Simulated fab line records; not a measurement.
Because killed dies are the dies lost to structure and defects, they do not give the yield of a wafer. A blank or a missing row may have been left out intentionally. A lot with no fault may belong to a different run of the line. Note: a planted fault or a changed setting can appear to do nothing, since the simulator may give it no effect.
fab line records	flow berkeley_cmos170
record: lots: 14	wafers: 42	last_day: 12
route steps=331 shown NVT@110 PVT@121 PLDD@156 PSD@176
lots with no fault: from the same line, run without faults
start_h: the number of hours between the record's first day and the start of the first shown wafer of the lot	wait_h: hours from the lot's prior step to this one	" identical to the entry in the row above	L1.1+2: a single row standing in for several wafers	- either no value or no given start	* or withheld: withheld	< > ~ a bound
route shown NAME@n: NAME is a module with steps in the file, n the number in the route of the first one	usual: average and standard deviation across the fault-free wafers	same: alike in all rows	chamber/n: place in a boat	sites: per-site readings	_std_site: their standard deviation	_edge_site: mean of outer sites minus mean of inner sites	radius_mm: for every site, how far away it sits from the centre of the wafer	mask NAME#n: copy n	behind: tool/chamber where the wafer was last shaped	hold: the reason the lot was held/the length of the hold in hours/how it ended	device: the n, p or np transistor that did not switch	end of line: tests of these same wafers at the route's end	where a step has no rows: the recipe by itself	killed: dies that structure and defects cost at the first sort, which is not the same as the wafer's yield	map: a wafer's dies, marking killed ones x, the rest . and places with no die _
set.NAME: setting as actually run; set.NAME@STEP: the setting as run at that earlier step	model.NAME: the simulator's own value behind a step, which no gauge read
the route's steps for a sample of lots (tables are steps, rows are wafers)
services: the hour from which a tool's chamber was out of use, counted from the record's first day as start_h (under 0 if before that day), plus the number of hours and why
== steps ==
step: UCB170_NVT_OVL_MEAS_06
usual: NVT_OVL: -2/5.4
lot.wafer	tool	chamber	start_h	wait_h	NVT_OVL[nm]
L313.1	overlay-02	-	123.57	-	-5
L313.2	"	-	"	"	-9
L313.5	"	-	"	"	-6
L316.3	overlay-01	-	141.67	-	9
L316.4	"	-	"	"	5
L316.5	"	-	"	"	7
L317.2	overlay-01	-	141.83	-	-1
L317.5	"	-	"	"	-1
L317.6	"	-	"	"	2
L315.3	overlay-01	-	142.25	-	-10
L315.5	"	-	"	"	-7
L315.6	"	-	"	"	0
L319.1	overlay-02	-	154.90	-	-2
L319.5	"	-	"	"	-1
L319.6	"	-	"	"	-10
L318.1	overlay-01	-	155.25	-	4
L318.2	"	-	"	"	0
L318.6	"	-	"	"	3
L321.1	overlay-02	-	166.42	-	-5
L321.3	"	-	"	"	-2
L321.5	"	-	"	"	-1
L322.2	overlay-02	-	179.14	-	2
L322.3	"	-	"	"	5
L322.5	"	-	"	"	3
L325.1	overlay-01	-	183.83	-	2
L325.3	"	-	"	"	-7
L325.5	"	-	"	"	-5
L329.1	overlay-01	-	207.52	-	-1
L329.4	"	-	"	"	-1
L329.5	"	-	"	"	1
L330.4	overlay-02	-	213.49	-	2
L330.5	"	-	"	"	0
L330.6	"	-	"	"	4
L331.1	overlay-02	-	214.09	-	-3
L331.3	"	-	"	"	0
L331.5	"	-	"	"	-11
L333.1	overlay-01	-	228.64	-	-1
L333.3	"	-	"	"	-2
L333.6	"	-	"	"	-8
L336.1	overlay-02	-	239.78	-	-7
L336.2	"	-	"	"	-10
L336.3	"	-	"	"	-11
step: UCB170_PVT_OVL_MEAS_06
usual: PVT_OVL: 1/4.8
lot.wafer	tool	chamber	start_h	wait_h	PVT_OVL[nm]
L313.1	overlay-02	-	126.90	-	-1
L313.2	"	-	"	"	7
L313.5	"	-	"	"	-1
L316.3	overlay-02	-	143.37	-	-3
L316.4	"	-	"	"	0
L316.5	"	-	"	"	-3
L317.2	overlay-02	-	143.64	-	-4
L317.5	"	-	"	"	-1
L317.6	"	-	"	"	-1
L315.3	overlay-02	-	144.44	-	-1
L315.5	"	-	"	"	-4
L315.6	"	-	"	"	-2
L319.1	overlay-02	-	157.15	-	6
L319.5	"	-	"	"	4
L319.6	"	-	"	"	1
L318.1	overlay-02	-	157.49	-	5
L318.2	"	-	"	"	9
L318.6	"	-	"	"	3
L321.1	overlay-02	-	169.66	-	3
L321.3	"	-	"	"	4
L321.5	"	-	"	"	8
L322.2	overlay-02	-	181.29	-	7
L322.3	"	-	"	"	3
L322.5	"	-	"	"	8
L325.1	overlay-02	-	188.10	-	-1
L325.3	"	-	"	"	-2
L325.5	"	-	"	"	-2
L329.1	overlay-02	-	210.97	-	-7
L329.4	"	-	"	"	-4
L329.5	"	-	"	"	-6
L330.4	overlay-02	-	215.39	-	9
L330.5	"	-	"	"	5
L330.6	"	-	"	"	8
L331.1	overlay-01	-	216.10	-	-11
L331.3	"	-	"	"	-11
L331.5	"	-	"	"	-10
L333.1	overlay-02	-	230.58	-	-4
L333.3	"	-	"	"	-4
L333.6	"	-	"	"	4
L336.1	overlay-02	-	243.86	-	-1
L336.2	"	-	"	"	0
L336.3	"	-	"	"	2
step: UCB170_PLDD_TW_MEAS_11
usual: PLDD_TW: 1012/4.7
lot.wafer	tool	chamber	start_h	wait_h	PLDD_TW
L313.1	film_metro-03	-	145.26	0.1	1013
L313.2	"	-	"	"	1014
L313.5	"	-	"	"	1011
L317.2	film_metro-03	-	159.17	0.1	1015
L317.5	"	-	"	"	1010
L317.6	"	-	"	"	1015
L316.3	film_metro-02	-	159.45	0.1	1010
L316.4	"	-	"	"	1014
L316.5	"	-	"	"	1010
L315.3	film_metro-01	-	159.98	0.3	1007
L315.5	"	-	"	"	1008
L315.6	"	-	"	"	1007
L319.1	film_metro-01	-	173.68	0.1	1011
L319.5	"	-	"	"	1010
L319.6	"	-	"	"	1011
L318.1	film_metro-01	-	174.07	0.1	1011
L318.2	"	-	"	"	1011
L318.6	"	-	"	"	1009
L321.1	film_metro-02	-	186.18	0.1	1011
L321.3	"	-	"	"	1008
L321.5	"	-	"	"	1015
L322.2	film_metro-02	-	200.45	0.1	1018
L322.3	"	-	"	"	1016
L322.5	"	-	"	"	1019
L325.1	film_metro-02	-	215.24	0.1	1018
L325.3	"	-	"	"	1014
L325.5	"	-	"	"	1010
L329.1	film_metro-01	-	224.45	0.1	1012
L329.4	"	-	"	"	1013
L329.5	"	-	"	"	1012
L330.4	film_metro-01	-	231.04	0.1	1005
L330.5	"	-	"	"	1011
L330.6	"	-	"	"	1004
L331.1	film_metro-01	-	231.45	0.1	1009
L331.3	"	-	"	"	1013
L331.5	"	-	"	"	1014
L333.1	film_metro-01	-	243.97	0.1	1014
L333.3	"	-	"	"	1011
L333.6	"	-	"	"	1012
L336.1	film_metro-01	-	258.77	0.1	1016
L336.2	"	-	"	"	1012
L336.3	"	-	"	"	1013
step: UCB170_PSD_COAT_01
recipe: resist: KrF	spin_rpm: 1500	resist_thk_nm: 900
usual: dispense_pressure_kPa: 52.3/0.33	resist_line_temp_C: 23.00/0.1	spin_speed_rpm: 1500.1/0.9
lot.wafer	tool	chamber	start_h	wait_h	dispense_pressure_kPa	resist_line_temp_C	spin_speed_rpm
L313.1	litho_track-02	0	153.19	0.1	51.7	22.94	1501.3
L313.2	"	0	"	"	51.8	23.00	1500.8
L313.5	"	0	"	"	51.7	22.95	1500.9
L317.2	litho_track-01	0	167.32	0.1	52.5	22.95	1498.7
L317.5	"	0	"	"	52.5	22.97	1499.1
L317.6	"	0	"	"	52.5	22.84	1498.6
L316.3	litho_track-02	0	167.45	0.1	51.7	22.95	1500.3
L316.4	"	0	"	"	51.8	23.17	1501.9
L316.5	"	0	"	"	51.7	22.92	1500.3
L315.3	litho_track-01	0	167.80	0.1	52.5	23.15	1500.5
L315.5	"	0	"	"	52.5	23.02	1501.7
L315.6	"	0	"	"	52.5	23.07	1501.0
L319.1	litho_track-03	0	181.90	0.1	52.5	23.02	1501.0
L319.5	"	0	"	"	52.4	22.95	1499.6
L319.6	"	0	"	"	52.4	23.05	1500.1
L318.1	litho_track-01	0	182.13	0.1	52.5	23.08	1499.6
L318.2	"	0	"	"	52.5	23.04	1500.0
L318.6	"	0	"	"	52.5	23.09	1499.1
L321.1	litho_track-01	0	191.50	0.1	52.5	23.00	1528.1
L321.3	"	0	"	"	52.5	22.93	1527.3
L321.5	"	0	"	"	52.5	22.96	1527.4
L322.2	litho_track-03	0	208.88	0.1	52.4	23.03	1500.9
L322.3	"	0	"	"	52.4	22.98	1500.8
L322.5	"	0	"	"	52.4	22.91	1500.8
L325.1	litho_track-01	0	221.42	0.1	52.5	23.05	1526.6
L325.3	"	0	"	"	52.5	22.89	1526.6
L325.5	"	0	"	"	52.5	22.89	1528.1
L329.1	litho_track-02	0	232.33	0.1	51.7	23.05	1498.6
L329.4	"	0	"	"	51.8	23.12	1499.6
L329.5	"	0	"	"	51.7	23.06	1499.4
L331.1	litho_track-02	0	237.69	0.1	51.8	23.01	1500.2
L331.3	"	0	"	"	51.7	22.99	1500.1
L331.5	"	0	"	"	51.7	23.02	1500.2
L330.4	litho_track-03	0	237.77	0.1	52.4	23.14	1500.1
L330.5	"	0	"	"	52.4	23.06	1499.6
L330.6	"	0	"	"	52.4	23.18	1498.6
L333.1	litho_track-03	0	250.83	0.1	52.4	23.01	1501.2
L333.3	"	0	"	"	52.4	22.94	1501.0
L333.6	"	0	"	"	52.4	22.74	1498.9
L336.1	litho_track-02	0	267.28	0.1	51.7	23.14	1500.0
L336.2	"	0	"	"	51.7	23.01	1500.6
L336.3	"	0	"	"	51.8	22.82	1500.8
step: UCB170_PSD_STRIP_09
recipe: chemistry: O2	power_w: 400	pressure_mtorr: 3500	platen_temp_c: withheld	o2_flow_sccm: 400	overash_fraction: 0.5
usual: drypump_motor_current_A: 5.66/0.26	oes_product_au: 0.603/0.0049	strip_time_to_endpoint_s: 29.19/0.07
same: overash_fraction: 0.5
lot.wafer	tool	chamber	start_h	wait_h	drypump_motor_current_A	oes_product_au	rf_hours_counter_h	strip_time_to_endpoint_s
L313.1	plasma_asher-03	1	154.44	0.1	5.62	0.612	40	29.18
L313.2	"	0	"	"	5.44	0.609	40	29.25
L313.5	"	0	"	"	5.44	0.605	-	29.23
L317.2	plasma_asher-01	1	168.54	0.1	5.50	0.601	48	29.11
L317.5	"	1	"	"	5.51	0.603	-	29.19
L317.6	"	0	"	"	5.86	0.609	-	29.17
L316.3	plasma_asher-03	1	168.73	0.1	5.63	0.596	-	29.26
L316.4	"	0	"	"	5.39	0.604	-	29.18
L316.5	"	1	"	"	5.65	0.599	-	29.26
L315.3	plasma_asher-04	0	169.13	0.1	6.25	0.598	-	29.09
L315.5	"	1	"	"	5.43	0.597	-	29.11
L315.6	"	0	"	"	6.24	0.596	-	29.13
L319.1	plasma_asher-03	1	183.23	0.1	5.64	0.606	44	29.14
L319.5	"	0	"	"	5.43	0.601	-	29.21
L319.6	"	1	"	"	5.65	0.608	-	29.21
L318.1	plasma_asher-01	0	183.50	0.1	5.89	0.601	50	29.20
L318.2	"	1	"	"	5.49	0.597	50	29.28
L318.6	"	0	"	"	5.88	0.608	-	29.16
L321.1	plasma_asher-04	0	192.71	0.1	6.22	0.603	42	28.85
L321.3	"	1	"	"	5.41	0.599	-	28.86
L321.5	"	1	"	"	5.44	0.599	-	28.92
L322.2	plasma_asher-01	1	210.91	0.1	5.51	0.603	53	29.25
L322.3	"	0	"	"	5.89	0.599	-	29.17
L322.5	"	0	"	"	5.88	0.610	-	29.14
L325.1	plasma_asher-04	1	222.65	0.1	5.46	0.605	44	29.03
L325.3	"	1	"	"	5.42	0.606	-	29.03
L325.5	"	0	"	"	6.25	0.602	-	29.05
L329.1	plasma_asher-03	1	234.01	0.1	5.64	0.608	49	29.20
L329.4	"	1	"	"	5.63	0.609	-	29.09
L329.5	"	0	"	"	5.44	0.601	-	29.15
L330.4	plasma_asher-01	0	238.88	0.1	5.93	0.597	-	29.12
L330.5	"	1	"	"	5.50	0.607	-	29.22
L330.6	"	0	"	"	5.90	0.607	-	29.21
L331.1	plasma_asher-03	0	239.12	0.1	5.47	0.598	50	29.14
L331.3	"	0	"	"	5.46	0.602	-	29.24
L331.5	"	0	"	"	5.42	0.604	-	29.16
L333.1	plasma_asher-04	1	251.95	0.1	5.45	0.610	48	29.22
L333.3	"	0	"	"	6.24	0.612	-	29.23
L333.6	"	0	"	"	6.20	0.603	-	29.21
L336.1	plasma_asher-03	0	269.06	0.1	5.45	0.606	55	29.23
L336.2	"	1	"	"	5.63	0.601	55	29.25
L336.3	"	0	"	"	5.44	0.601	-	29.36
== services ==
tool	chamber	start_h	hours	kind
plasma_asher-03	-	134.95	3.3	repair
plasma_asher-04	-	197.52	7.6	repair
== key ==
first_sign: step: UCB170_PSD_COAT_01	reading: spin_speed_rpm	direction: up	sigmas: 30	usual: 1500.1	struck: 1527.3
effect: step: UCB170_PSD_STRIP_09	reading: strip_time_to_endpoint_s	direction: down	sigmas: 3.3	usual: *	struck: *
met_at UCB170_PSD_COAT_01
struck_lots L321,L325
tester_left_out L321,L325
not_acting_at UCB170_NVT_OVL_MEAS_06,UCB170_PVT_OVL_MEAS_06,UCB170_PLDD_TW_MEAS_11
onset_between 182.13 191.50
fault: kind: process_parameter_drift	tool: litho_track-01	chamber: -	onset_h: 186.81	steps: UCB170_PSD_COAT_01	channel: spin_rpm	offset: 26.863	shape: step	end_h: 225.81	acts_in: these_recipes_only	stated: 1500
tester_left_out: of these lots the tester's yield and bins aren't shown, on N5 and GAA mostly nor the transistor test; their killed dies are dies lost to structure and defects alone, not to doping, threshold or leakage, so they don't give the yield
